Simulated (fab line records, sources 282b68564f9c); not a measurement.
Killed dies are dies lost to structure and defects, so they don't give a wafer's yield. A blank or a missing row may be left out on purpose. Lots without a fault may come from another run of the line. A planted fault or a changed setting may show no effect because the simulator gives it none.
fab line records | flow rit_cmos
record lots=5 wafers=27
route steps=202 shown SPACER@130 PSD@147 SDANNEAL@153 CONTACT@179 M1@196
start_h: hours from the record's first day to the start of the lot's first wafer shown | wait_h: hours since the lot's step before | " the same as in the row above | L1.1+2: a row that stands for several wafers | - no value, or no start given | * or withheld: withheld | < > ~ a bound
route shown NAME@n: a module of which the file shows steps, and the number in the route of the first | usual: mean/standard deviation of fault-free wafers | same: alike in all rows | chamber/n: place in a boat | sites: the reading at each site | _std_site: their standard deviation | _edge_site: outer sites' mean less inner sites' | radius_mm: how far each site lies from the wafer's centre | mask NAME#n: copy n | behind: the tool/chamber that last shaped the wafer | hold: why the lot was held/for how many hours/how that ended | device: the transistor (n, p or np) that didn't switch | end of line: the same wafers' tests at the end of the route | a step without rows: its recipe alone | killed: dies lost to structure and defects at the first sort, not the wafer's yield | map: a wafer's dies, x killed, . not, _ none there
set.NAME: the setting as run; set.NAME@STEP: as run at that earlier step | model.NAME: the simulator's own value behind a step, which no gauge read
lots whose settings were changed on purpose; a table a step, a row a wafer
## steps
# step RIT_SPACER_ETCHBACK_05
# recipe target_depth_a=2500 SF6_flow_sccm=30 CHF3_flow_sccm=30 target=Si3N4 chemistry=SF6/CHF3 pressure_mtorr=40 rf_w=250 time_s=240 stop_on=SiO2
# usual oes_product_au=0.841/0.0086
# columns lot.wafer tool chamber start_h wait_h set.target_depth_a oes_product_au model.SiO2_of_FOX2_OXIDATION_00.thk_nm model.poly-Si_of_GATE_CVD_08.thk_nm
L078.1 rie_diel-03 1 65.16 0.1 1295 1.017 201.2 190.4
L078.2 " 2 " " 2500 0.836 174.5 165.3
L078.3 " 0 " " 1295 1.010 198.9 189.8
L078.4 " 3 " " 2500 0.838 180.3 165.8
L078.5 " 1 " " 1295 1.016 201.2 190
L078.6 " 2 " " 2500 0.851 179.2 165.9
L079.1 rie_diel-03 3 72.10 0.1 2500 0.847 185.9 169.7
L079.2 " 0 " " 2500 0.837 187 167.1
L079.3 " 2 " " 2500 0.847 192.1 166.2
L079.4 " 1 " " 2500 0.846 185.6 166.7
L079.5 " 2 " " 2500 0.847 188.8 165.7
L079.6 " 3 " " 2500 0.844 191.6 168.8
L081.1 rie_diel-03 2 82.16 0.1 2500 0.848 176.8 166.7
L081.2 " 3 " " 2500 0.841 180.4 169.2
L081.3 " 0 " " 3702 0.681 152 143.7
L081.4 " 1 " " 3702 0.686 156.4 143.3
L081.5 " 1 " " 3702 0.676 158.6 144.2
L081.6 " 2 " " 2500 0.847 174.8 167.8
L082.2 rie_diel-04 2 85.84 0.0 2500 0.829 181.2 168.7
L082.4 " 3 " " 2500 0.837 180.3 167.2
L082.6 " 1 " " 2500 0.842 173.7 167.2
L083.1 rie_diel-01 0 93.03 0.1 2500 0.845 175.6 168.2
L083.2 " 3 " " 2500 0.834 175.8 170.2
L083.3 " 1 " " 2500 0.851 176.1 169.2
L083.4 " 2 " " 2500 0.834 176 168.8
L083.5 " 3 " " 2500 0.837 181 171
L083.6 " 2 " " 2500 0.829 176.5 168.3
# step RIT_PSD_DEVELOP_05
# recipe resist=NOVOLAK develop_time_s=50 dev_temp_c=23
# columns lot.wafer tool chamber start_h wait_h set.develop_time_s
L078.1+5+6 litho_track-01 0 - - 50
L078.2+3+4 " 0 " " 69.24
L079.1+3+5 litho_track-04 0 - - 60.81
L079.2+4+6 " 0 " " 50
L081.1+2+4 litho_track-04 0 - - 50
L081.3+5+6 " 0 " " 38.4
L082.2+4+6 litho_track-02 0 - - 50
L083.1+2+3+4+5+6 litho_track-01 0 - - 50
# step RIT_PSD_HARDBAKE_07
# recipe resist=NOVOLAK temp_c=140 time_s=60
# step RIT_PSD_STRIP_09
# recipe chemistry=O2 time_s=180 resist=NOVOLAK platen_temp_c=withheld power_w=500 pressure_mtorr=4000 o2_flow_sccm=4000
# step RIT_SDANNEAL_CLEAN_00
# recipe chemistry=SC1 mix=3:3:50 time_s=600 temp_c=75
# columns lot.wafer tool chamber start_h wait_h set.target_depth_a@SPACER_ETCHBACK_05 model.Si3N4_of_SPACER_CVD_03.thk_nm
L078.1 wet_bench-01 1 68.28 0.1 1295 215.8
L078.2 " 1 " " 2500 191.3
L078.3 " 1 " " 1295 213.9
L078.4 " 1 " " 2500 194.6
L078.5 " 1 " " 1295 214.4
L078.6 " 1 " " 2500 195.5
L079.1 wet_bench-01 3 75.22 0.1 2500 191.7
L079.2 " 3 " " 2500 192.8
L079.3 " 3 " " 2500 193.7
L079.4 " 3 " " 2500 193.2
L079.5 " 3 " " 2500 192.4
L079.6 " 3 " " 2500 193.1
L081.1 wet_bench-01 0 85.28 0.1 2500 196.2
L081.2 " 0 " " 2500 195.5
L081.3 " 0 " " 3702 175.9
L081.4 " 0 " " 3702 175.3
L081.5 " 0 " " 3702 174.2
L081.6 " 0 " " 2500 195.4
L082.2 wet_bench-02 0 89.44 0.0 2500 192
L082.4 " 0 " " 2500 192.2
L082.6 " 0 " " 2500 194.5
L083.1 wet_bench-04 0 96.14 0.1 2500 193.4
L083.2+3 " 0 " " 2500 192.8
L083.4 " 0 " " 2500 191.1
L083.5 " 0 " " 2500 192.4
L083.6 " 0 " " 2500 191.3
# step RIT_CONTACT_ETCH_11
# recipe target_depth_a=4800 over_etch_frac=0.2 stop_on=TiSi2 chemistry=CHF3/CF4/Ar target=SiO2 CHF3_flow_sccm=50 cf4_flow_sccm=10 Ar_flow_sccm=100 O2_flow_sccm=5 pressure_mtorr=100 rf_w=200 time_s=320
# columns lot.wafer tool chamber start_h wait_h set.time_s model.NOVOLAK_of_CONTACT_COAT_03.thk_nm
L078.1 rie_diel-02 3 71.20 0.1 320 767.5
L078.2 " 2 " " 320 764.7
L078.3 " 0 " " 320 766.9
L078.4 " 0 " " 320 767
L078.5 " 3 " " 320 767.1
L078.6 " 2 " " 320 766.2
L079.1 rie_diel-04 1 78.21 0.1 400.7 735.3
L079.2 " 2 " " 400.7 736.4
L079.3 " 0 " " 320 767.1
L079.4 " 3 " " 320 768.4
L079.5 " 1 " " 320 765.9
L079.6 " 2 " " 400.7 738.1
L081.1 rie_diel-01 1 88.20 0.1 180.3 819.2
L081.2 " 0 " " 320 768.2
L081.3 " 3 " " 180.3 817.6
L081.4 " 2 " " 320 767.7
L081.5 " 0 " " 180.3 816.2
L081.6 " 1 " " 320 769.2
L082.2 rie_diel-04 1 92.39 0.1 320 767
L082.4 " 0 " " 320 767.1
L082.6 " 0 " " 320 766.7
L083.1 rie_diel-04 0 98.95 0.1 320 768.5
L083.2 " 1 " " 320 763.4
L083.3 " 2 " " 320 765.1
L083.4 " 0 " " 320 766.7
L083.5+6 " 2,1 " " 320 763.6
# step RIT_M1_METAL_ETCH_12
# recipe stop_on=SiO2 chemistry=Cl2/BCl3 target=Al time_s=165 over_etch_frac=0.5 pressure_mtorr=100 target_depth_a=6000 rf_w=250 Cl2_flow_sccm=60 bcl3_flow_sccm=50
# usual oes_product_au=0.779/0.0098
# columns lot.wafer tool chamber start_h wait_h set.target_depth_a oes_product_au model.M1.feature_depth_nm model.NOVOLAK_of_M1_COAT_04.thk_nm
L078.1 rie_metal-03 1 73.94 0.2 7625 0.684 445.6 711
L078.2 " 0 " " 7625 0.685 445.5 703.9
L078.3 " 1 " " 6000 0.770 439.4 804.2
L078.4 " 0 " " 6000 0.782 439.1 795.9
L078.5 " 0 " " 6000 0.784 438.7 801
L078.6 " 1 " " 7625 0.681 446.9 713
L079.1 rie_metal-02 0 80.85 0.2 2704 1.018 271.8 984.5
L079.2 " 1 " " 6000 0.765 428.8 801.1
L079.3 " 0 " " 6000 0.783 430.6 806.4
L079.4 " 1 " " 2704 0.977 268.4 987.1
L079.5 " 1 " " 6000 0.767 432 805.6
L079.6 " 0 " " 2704 1.025 273 985.1
L081.1 rie_metal-03 1 90.82 0.2 6000 0.771 433.8 803.9
L081.2 " 0 " " 8769 0.635 450.7 638.3
L081.3 " 1 " " 8769 0.630 445.8 651.2
L081.4 " 0 " " 6000 0.762 429.1 794.5
L081.5 " 0 " " 6000 0.771 429.6 800.5
L081.6 " 1 " " 8769 0.623 442.6 646.5
L082.2 rie_metal-02 1 94.99 0.2 6000 0.764 427.7 803.3
L082.4 " 1 " " 6000 0.766 431 805.1
L082.6 " 0 " " 6000 0.779 427.3 798.9
L083.1 rie_metal-04 0 101.92 0.2 6000 0.782 429.5 804.1
L083.2 " 1 " " 6000 0.782 430.5 811.2
L083.3 " 1 " " 6000 0.774 427.5 808
L083.4 " 0 " " 6000 0.780 432 808.9
L083.5 " 1 " " 6000 0.789 433.4 812.9
L083.6 " 0 " " 6000 0.788 435 806
# step RIT_M1_STRIP_13
# recipe chemistry=nmp resist=NOVOLAK temp_c=80 time_s=600 dry=n2_spin
# step RIT_M1_STRIP_14
# recipe chemistry=O2 time_s=180 platen_temp_c=withheld power_w=500 pressure_mtorr=4000 o2_flow_sccm=4000
# step RIT_M1_CD_MEAS_90
# recipe target_cd_nm=2600
# usual cd_nm=2599.5/2.6
# columns lot.wafer tool chamber start_h wait_h set.target_depth_a@M1_METAL_ETCH_12 cd_nm
L078.1 cd_sem-02 - 74.45 0.1 7625 2595.4
L078.2 " - " " 7625 2592.8
L078.3 " - " " 6000 2602.2
L078.4 " - " " 6000 2598.6
L078.5 " - " " 6000 2598.1
L078.6 " - " " 7625 2595.6
L079.1 cd_sem-01 - 81.36 0.1 2704 2610.4
L079.2 " - " " 6000 2599.3
L079.3 " - " " 6000 2600.2
L079.4 " - " " 2704 2611.7
L079.5 " - " " 6000 2598.6
L079.6 " - " " 2704 2611.9
L081.1 cd_sem-01 - 91.51 0.1 6000 2595.3
L081.2 " - " " 8769 2583.9
L081.3 " - " " 8769 2585.2
L081.4 " - " " 6000 2593.8
L081.5 " - " " 6000 2597.7
L081.6 " - " " 8769 2585.2
L082.2 cd_sem-02 - 95.70 0.1 6000 2595.1
L082.4 " - " " 6000 2596.7
L082.6 " - " " 6000 2593.0
L083.1 cd_sem-02 - 102.43 0.1 6000 2600.9
L083.2 " - " " 6000 2600.2
L083.3 " - " " 6000 2604.4
L083.4 " - " " 6000 2603.9
L083.5 " - " " 6000 2600.7
L083.6 " - " " 6000 2599.6
## key
split step=RIT_SPACER_ETCHBACK_05 setting=target_depth_a stated=2500 by=wafer
response step=RIT_SPACER_ETCHBACK_05 reading=oes_product_au change=-0.0035 per=1% r=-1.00
response step=RIT_SPACER_ETCHBACK_05 reading=model.SiO2_of_FOX2_OXIDATION_00.thk_nm change=-0.458 per=1% r=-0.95
response step=RIT_SPACER_ETCHBACK_05 reading=model.poly-Si_of_GATE_CVD_08.thk_nm change=-0.504 per=1% r=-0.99
response step=RIT_SDANNEAL_CLEAN_00 reading=model.Si3N4_of_SPACER_CVD_03.thk_nm change=-0.43 per=1% r=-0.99
split step=RIT_PSD_DEVELOP_05 setting=develop_time_s stated=50 by=wafer
response none clear
split step=RIT_CONTACT_ETCH_11 setting=time_s stated=320 by=wafer
response step=RIT_CONTACT_ETCH_11 reading=model.NOVOLAK_of_CONTACT_COAT_03.thk_nm change=-1.15 per=1% r=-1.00
split step=RIT_M1_METAL_ETCH_12 setting=target_depth_a stated=6000 by=wafer
response step=RIT_M1_METAL_ETCH_12 reading=oes_product_au change=-0.00372 per=1% r=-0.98
response step=RIT_M1_METAL_ETCH_12 reading=model.M1.feature_depth_nm shape=bent at_lowest=271.1 at_stated=432 at_highest=446.3
response step=RIT_M1_METAL_ETCH_12 reading=model.NOVOLAK_of_M1_COAT_04.thk_nm change=-3.32 per=1% r=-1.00
response step=RIT_M1_CD_MEAS_90 reading=cd_nm change=-0.22 per=1% r=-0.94
